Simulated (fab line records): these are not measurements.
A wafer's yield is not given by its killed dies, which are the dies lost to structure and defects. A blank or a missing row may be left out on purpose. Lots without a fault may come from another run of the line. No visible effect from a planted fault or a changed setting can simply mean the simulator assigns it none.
Split-lot experiment / flow berkeley_cmos170 / route with 331 steps; 5 lots, 27 wafers read

ON THE SPLIT
At UCB170_V1_CVD_00 (deposits SiO2 from TEOS/O2, target thk 2000 nm, time 250 s), the setting time_s was moved away from the recipe's 250 s on 12 of the 27 wafers read, by -53.8% to +43.8%. For the rest of the wafers, this setting stayed at what the recipe calls for.

Between the split and the reading, the file records no step.

THE READING
At UCB170_V1_THK_MEAS_01: V1_TEOS_THK, given in nm. On this fab line, fault-free wafers typically give 1998 nm with a standard deviation of 28 nm.

wafer=L074.1; tool, chamber at the split=pecvd-02, 2; time_s as run, s=147.4; against the recipe=-41.0%; V1_TEOS_THK, nm=1159; against lot-mates on the recipe=-859
wafer=L074.2; tool, chamber at the split=pecvd-02, 0; time_s as run, s=147.4; against the recipe=-41.0%; V1_TEOS_THK, nm=1192; against lot-mates on the recipe=-826
wafer=L074.3; tool, chamber at the split=pecvd-02, 1; time_s as run, s=250; against the recipe=recipe; V1_TEOS_THK, nm=2006; against lot-mates on the recipe=-
wafer=L074.4; tool, chamber at the split=pecvd-02, 0; time_s as run, s=250; against the recipe=recipe; V1_TEOS_THK, nm=2053; against lot-mates on the recipe=-
wafer=L074.5; tool, chamber at the split=pecvd-02, 1; time_s as run, s=147.4; against the recipe=-41.0%; V1_TEOS_THK, nm=1198; against lot-mates on the recipe=-820
wafer=L074.6; tool, chamber at the split=pecvd-02, 2; time_s as run, s=250; against the recipe=recipe; V1_TEOS_THK, nm=1995; against lot-mates on the recipe=-
wafer=L077.1; tool, chamber at the split=pecvd-01, 1; time_s as run, s=359.6; against the recipe=+43.8%; V1_TEOS_THK, nm=2839; against lot-mates on the recipe=+848
wafer=L077.2; tool, chamber at the split=pecvd-01, 0; time_s as run, s=250; against the recipe=recipe; V1_TEOS_THK, nm=1981; against lot-mates on the recipe=-
wafer=L077.3; tool, chamber at the split=pecvd-01, 2; time_s as run, s=359.6; against the recipe=+43.8%; V1_TEOS_THK, nm=2859; against lot-mates on the recipe=+868
wafer=L077.4; tool, chamber at the split=pecvd-01, 1; time_s as run, s=250; against the recipe=recipe; V1_TEOS_THK, nm=1991; against lot-mates on the recipe=-
wafer=L077.5; tool, chamber at the split=pecvd-01, 2; time_s as run, s=359.6; against the recipe=+43.8%; V1_TEOS_THK, nm=2893; against lot-mates on the recipe=+902
wafer=L077.6; tool, chamber at the split=pecvd-01, 0; time_s as run, s=250; against the recipe=recipe; V1_TEOS_THK, nm=2000; against lot-mates on the recipe=-
wafer=L078.3; tool, chamber at the split=pecvd-03, 2; time_s as run, s=250; against the recipe=recipe; V1_TEOS_THK, nm=2009; against lot-mates on the recipe=-
wafer=L078.4; tool, chamber at the split=pecvd-03, 1; time_s as run, s=250; against the recipe=recipe; V1_TEOS_THK, nm=2011; against lot-mates on the recipe=-
wafer=L078.5; tool, chamber at the split=pecvd-03, 0; time_s as run, s=250; against the recipe=recipe; V1_TEOS_THK, nm=2052; against lot-mates on the recipe=-
wafer=L081.1; tool, chamber at the split=pecvd-02, 2; time_s as run, s=250; against the recipe=recipe; V1_TEOS_THK, nm=1970; against lot-mates on the recipe=-
wafer=L081.2; tool, chamber at the split=pecvd-02, 0; time_s as run, s=250; against the recipe=recipe; V1_TEOS_THK, nm=1999; against lot-mates on the recipe=-
wafer=L081.3; tool, chamber at the split=pecvd-02, 1; time_s as run, s=115.4; against the recipe=-53.8%; V1_TEOS_THK, nm=927; against lot-mates on the recipe=-1079
wafer=L081.4; tool, chamber at the split=pecvd-02, 0; time_s as run, s=250; against the recipe=recipe; V1_TEOS_THK, nm=2049; against lot-mates on the recipe=-
wafer=L081.5; tool, chamber at the split=pecvd-02, 1; time_s as run, s=115.4; against the recipe=-53.8%; V1_TEOS_THK, nm=956; against lot-mates on the recipe=-1050
wafer=L081.6; tool, chamber at the split=pecvd-02, 2; time_s as run, s=115.4; against the recipe=-53.8%; V1_TEOS_THK, nm=923; against lot-mates on the recipe=-1083
wafer=L083.1; tool, chamber at the split=pecvd-02, 2; time_s as run, s=250; against the recipe=recipe; V1_TEOS_THK, nm=1964; against lot-mates on the recipe=-
wafer=L083.2; tool, chamber at the split=pecvd-02, 1; time_s as run, s=184.7; against the recipe=-26.1%; V1_TEOS_THK, nm=1422; against lot-mates on the recipe=-565
wafer=L083.3; tool, chamber at the split=pecvd-02, 0; time_s as run, s=250; against the recipe=recipe; V1_TEOS_THK, nm=1999; against lot-mates on the recipe=-
wafer=L083.4; tool, chamber at the split=pecvd-02, 1; time_s as run, s=184.7; against the recipe=-26.1%; V1_TEOS_THK, nm=1455; against lot-mates on the recipe=-532
wafer=L083.5; tool, chamber at the split=pecvd-02, 0; time_s as run, s=250; against the recipe=recipe; V1_TEOS_THK, nm=1999; against lot-mates on the recipe=-
wafer=L083.6; tool, chamber at the split=pecvd-02, 2; time_s as run, s=184.7; against the recipe=-26.1%; V1_TEOS_THK, nm=1447; against lot-mates on the recipe=-540

THE FIT
A straight line over all 27 wafers: V1_TEOS_THK changes by +19.9 nm for each +1% of time_s; r = +1.00; the points scatter about the line by 28 nm.
The same after taking each lot's own level away (the mean of its wafers on the recipe; 27 wafers): +20.1 nm for each +1%; r = +1.00; scatter 23 nm.
Per that fit: largest time_s move, reading shift of 1.1e+03 nm.
The lots' own levels span 1987.3 to 2024.0 nm, that is 1.3 times the standard deviation above.
Hence the lot-to-lot level has little effect on the slope; both slopes agree.
Check: with one of the wafers moved furthest among these (-53.8%) left out of the fit, the line predicts -1.08e+03 nm for it against its lot-mates. Against them it came out at -1.08e+03 nm.

OTHER SPLITS ON THESE WAFERS
Before the reading, these wafers also passed through other splits. Each is held against what the fit with the lots' levels taken away leaves over:
other split on the same wafers=UCB170_PWELL_OXIDATION_02 ox_time_s; wafers away from the commonest value=21; r with V1_TEOS_THK (lot level and that fit taken away)=+0.17
other split on the same wafers=UCB170_SPACER_ETCHBACK_03 target_depth_a; wafers away from the commonest value=12; r with V1_TEOS_THK (lot level and that fit taken away)=-0.06

THE WHOLE CHAIN: every reading that the file lists as answering this split, in the file's order
step=UCB170_V1_CVD_00; what it does=deposits SiO2 from TEOS/O2, target thk 2000 nm, time 250 s; reading=SiO2_of_V1_CVD_00.thk_nm (the simulator's own value, which no gauge read); change (the file's fit)=+20.1 nm for each +1% of the setting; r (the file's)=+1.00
step=UCB170_V1_THK_MEAS_01; what it does=; reading=V1_TEOS_THK; change (the file's fit)=+20.1 for each +1% of the setting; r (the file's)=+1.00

FILE'S OWN FIT
V1_TEOS_THK changes by +20.1 nm for each +1% of time_s, r = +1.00.
